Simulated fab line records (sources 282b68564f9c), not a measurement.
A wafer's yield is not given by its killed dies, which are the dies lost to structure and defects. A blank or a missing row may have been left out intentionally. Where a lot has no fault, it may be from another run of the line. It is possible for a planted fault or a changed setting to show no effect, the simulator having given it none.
Which tool did it? + flow ritCmos + 14 lots with 42 wafers sampled at 5 steps, on a route of 202 steps

== WHAT EACH GAUGE READ, for each wafer ==
RIT_ACTIVE_CD_MEAS_11: target cd 1400 nm. Usual: cdNm at 1400.5 nm, with a standard deviation of 2.3.
| lot  | measured    | on       | cdNm (nm)            | flag |
|------|-------------|----------|----------------------|------|
| L289 | day 1 19:50 | cdSem-02 | 1398.9 1399.7 1399.7 |      |
| L290 | day 2 00:30 | cdSem-01 | 1399.4 1397.8 1399.3 |      |
| L292 | day 2 10:58 | cdSem-02 | 1399.4 1402.4 1401.9 |      |
| L293 | day 2 16:09 | cdSem-02 | 1398.8 1401.4 1399.9 |      |
| L294 | day 2 20:35 | cdSem-02 | 1405.2 1406.0 1406.0 |      |
| L295 | day 3 01:37 | cdSem-01 | 1400.8 1400.3 1401.1 |      |
| L296 | day 3 06:35 | cdSem-02 | 1398.5 1398.1 1398.9 |      |
| L297 | day 3 11:26 | cdSem-01 | 1398.2 1398.3 1398.7 |      |
| L298 | day 3 16:34 | cdSem-01 | 1403.9 1403.4 1406.3 |      |
| L299 | day 3 21:34 | cdSem-01 | 1402.4 1404.5 1403.1 |      |
| L300 | day 4 02:26 | cdSem-01 | 1398.5 1398.2 1397.6 |      |
| L301 | day 4 07:28 | cdSem-01 | 1400.2 1399.7 1400.2 |      |
| L307 | day 5 13:34 | cdSem-02 | 1399.0 1399.3 1401.9 |      |
| L311 | day 6 09:34 | cdSem-01 | 1401.3 1400.5 1401.9 |      |

RIT_ACTIVE_CD_MEAS_90: target cd 1400 nm. Usual: cdNm at 1400.5 nm, with a standard deviation of 2.4.
| lot  | measured    | on       | cdNm (nm)            | flag |
|------|-------------|----------|----------------------|------|
| L289 | day 1 20:25 | cdSem-01 | 1399.2 1399.4 1399.8 |      |
| L290 | day 2 01:05 | cdSem-02 | 1399.4 1397.7 1399.5 |      |
| L292 | day 2 11:32 | cdSem-02 | 1399.5 1402.3 1401.1 |      |
| L293 | day 2 16:44 | cdSem-01 | 1399.1 1401.8 1399.8 |      |
| L294 | day 2 21:10 | cdSem-01 | 1405.3 1405.7 1406.3 |      |
| L295 | day 3 02:11 | cdSem-01 | 1400.5 1400.1 1401.1 |      |
| L296 | day 3 07:10 | cdSem-01 | 1398.2 1397.8 1398.6 |      |
| L297 | day 3 12:01 | cdSem-02 | 1398.4 1397.5 1398.5 |      |
| L298 | day 3 17:08 | cdSem-01 | 1403.9 1403.1 1406.8 |      |
| L299 | day 3 22:08 | cdSem-02 | - - -                | OFF  |
| L300 | day 4 03:01 | cdSem-02 | - - -                | OFF  |
| L301 | day 4 08:02 | cdSem-02 | 1400.0 1399.4 1400.2 |      |
| L307 | day 5 14:08 | cdSem-01 | 1398.9 1398.7 1401.4 |      |
| L311 | day 6 10:08 | cdSem-01 | 1401.3 1401.4 1401.7 |      |

RIT_FOX2_THK_MEAS_91. Usual: FIELD_OXIDE_LEFT_2_THK 257 nm, standard deviation 6.3.
| lot  | measured    | on           | FIELD_OXIDE_LEFT_2_THK (nm) | flag |
|------|-------------|--------------|-----------------------------|------|
| L289 | day 2 13:08 | filmMetro-01 | 270 277 276                 |      |
| L290 | day 2 18:56 | filmMetro-03 | 254 264 261                 |      |
| L292 | day 3 05:29 | filmMetro-02 | 260 254 257                 |      |
| L293 | day 3 09:29 | filmMetro-03 | 251 254 258                 |      |
| L294 | day 3 13:46 | filmMetro-03 | 260 261 257                 |      |
| L295 | day 3 19:48 | filmMetro-01 | 261 256 261                 |      |
| L296 | day 4 00:22 | filmMetro-02 | 257 257 262                 |      |
| L297 | day 4 05:59 | filmMetro-02 | 254 247 246                 |      |
| L298 | day 4 10:32 | filmMetro-01 | 257 253 250                 |      |
| L301 | day 5 01:21 | filmMetro-02 | 256 251 254                 |      |
| L307 | day 6 07:05 | filmMetro-01 | 257 255 254                 |      |
| L311 | day 7 03:35 | filmMetro-01 | 253 245 256                 |      |

RIT_CONTACT_OVL_MEAS_09. Usual: CONTACT_OVL -0.9 nm, standard deviation 1.2.
| lot  | measured    | on         | CONTACT_OVL (nm) | flag |
|------|-------------|------------|------------------|------|
| L289 | day 3 10:07 | overlay-01 | 0.1 -0.5 -0.3    |      |
| L290 | day 3 16:49 | overlay-01 | -1.7 -0.5 -3.4   |      |
| L292 | day 4 01:23 | overlay-02 | -3.3 -2.3 -3.0   |      |
| L293 | day 4 05:29 | overlay-01 | -0.5 -0.6 0.0    |      |
| L294 | day 4 09:46 | overlay-01 | -0.8 -0.2 1.3    |      |
| L295 | day 4 15:57 | overlay-02 | 0.3 -1.6 -0.4    |      |
| L296 | day 4 20:38 | overlay-02 | -0.7 -3.2 -0.8   |      |
| L297 | day 5 02:03 | overlay-02 | -1.1 -2.5 -0.9   |      |
| L298 | day 5 05:52 | overlay-01 | -1.0 -0.9 -1.6   |      |
| L301 | day 5 21:28 | overlay-02 | -2.5 -1.5 -0.9   |      |
| L307 | day 7 02:08 | overlay-01 | 1.0 1.6 0.4      |      |
| L311 | day 8 01:06 | overlay-02 | -1.0 -1.8 -2.5   |      |

== EACH LOT AND THE TOOL THAT RAN IT (in order: tool; ch and the chambers of the sampled wafers; start) ==
| lot  | RIT_ACTIVE_ETCH_13               |
|------|----------------------------------|
| L289 | rieDiel-04 ch 0,1,2, day 1 20:04 |
| L290 | rieDiel-04 ch 1,2,3, day 2 00:45 |
| L292 | rieDiel-02 ch 0,1,3, day 2 11:14 |
| L293 | rieDiel-04 ch 1,2, day 2 16:25   |
| L294 | rieDiel-03 ch 0,2,3, day 2 20:50 |
| L295 | rieDiel-02 ch 0,1,3, day 3 01:53 |
| L296 | rieDiel-04 ch 0,1,2, day 3 06:50 |
| L297 | rieDiel-03 ch 0,1,2, day 3 11:43 |
| L298 | rieDiel-03 ch 0,1,2, day 3 16:50 |
| L299 | rieDiel-04 ch 1,3, day 3 21:50   |
| L300 | rieDiel-03 ch 0,1,3, day 4 02:43 |
| L301 | rieDiel-02 ch 0,1,3, day 4 07:43 |
| L307 | rieDiel-02 ch 0,2,3, day 5 13:50 |
| L311 | rieDiel-04 ch 0,1,2, day 6 09:50 |
- RIT_ACTIVE_ETCH_13: etches Si3N4 in SF6, stops on SiO2, time 210 s, target depth 210 nm.

== AS READ BY THE TOOLS THEMSELVES (means over the sampled wafers that have a number; for cases with no such wafer, the mark the record gives instead) ==
RIT_ACTIVE_ETCH_13. Usual: SF6_flow_sccm 199.9 sccm, standard deviation 0.6; chamberPressureMTorr 260.00 mTorr, standard deviation 0.22; drypumpMotorCurrentA 5.9 A, standard deviation 0.36; oesProductAu 0.823 a.u., standard deviation 0.015; throttleValvePct 7.44 %, standard deviation 0.094.
| lot  | tool       | SF6_flow_sccm (sccm) | chamberPressureMTorr (mTorr) | drypumpMotorCurrentA (A) | oesProductAu (a.u.) | throttleValvePct (%) | flag |
|------|------------|----------------------|------------------------------|--------------------------|---------------------|----------------------|------|
| L289 | rieDiel-04 | 200.0                | 260.11                       | 5.9                      | 0.828               | 7.47                 |      |
| L290 | rieDiel-04 | 199.7                | 260.04                       | 5.9                      | 0.833               | 7.45                 |      |
| L292 | rieDiel-02 | 199.9                | 259.96                       | 5.9                      | 0.826               | 7.41                 |      |
| L293 | rieDiel-04 | 200.5                | 260.15                       | 5.8                      | 0.838               | 7.44                 |      |
| L294 | rieDiel-03 | 199.8                | 260.13                       | 6.0                      | 0.808               | 7.43                 |      |
| L295 | rieDiel-02 | 199.4                | 259.97                       | 5.9                      | 0.825               | 7.42                 |      |
| L296 | rieDiel-04 | 199.8                | 260.01                       | 5.9                      | 0.826               | 7.47                 |      |
| L297 | rieDiel-03 | 200.3                | 260.09                       | 6.0                      | 0.827               | 7.43                 |      |
| L298 | rieDiel-03 | 199.9                | 260.07                       | 5.9                      | 0.820               | 7.42                 |      |
| L299 | rieDiel-04 | -                    | -                            | -                        | -                   | -                    | OFF  |
| L300 | rieDiel-03 | -                    | -                            | -                        | -                   | -                    | OFF  |
| L301 | rieDiel-02 | 199.8                | 259.90                       | 5.9                      | 0.820               | 7.42                 |      |
| L307 | rieDiel-02 | 200.1                | 260.23                       | 5.8                      | 0.810               | 7.50                 |      |
| L311 | rieDiel-04 | 199.8                | 259.93                       | 5.9                      | 0.827               | 7.47                 |      |

== THE ANSWER, worked out from the rows above alone ==
Rule: lot off if the mean of its wafers having a number is beyond 3 standard deviations from the usual mean. A lot without any number at a reading at which 4 lots or more have one is off too. All remaining lots with rows at the step are treated as sound. The gauges are gone through in route order, then the tools' own readings, and for those a lot's mean is taken as printed above. At the first step where some lot is off, the reading lying furthest off is the one used; lots without a number count as furthest.
Off: L299, L300, at RIT_ACTIVE_CD_MEAS_90 (cdNm). Without a number there: L299, L300.
A tool fits if, at a process step before that reading, it ran every lot that is off, and no sound lot after the first of them. The gauges at RIT_ACTIVE_CD_MEAS_90 aren't tried: what is off there is off at RIT_ACTIVE_ETCH_13 too, on other tools, and a gauge's error can't cause that. No candidate that was tried fits.

== WHAT WAS PUT IN BY THE SIMULATOR ==
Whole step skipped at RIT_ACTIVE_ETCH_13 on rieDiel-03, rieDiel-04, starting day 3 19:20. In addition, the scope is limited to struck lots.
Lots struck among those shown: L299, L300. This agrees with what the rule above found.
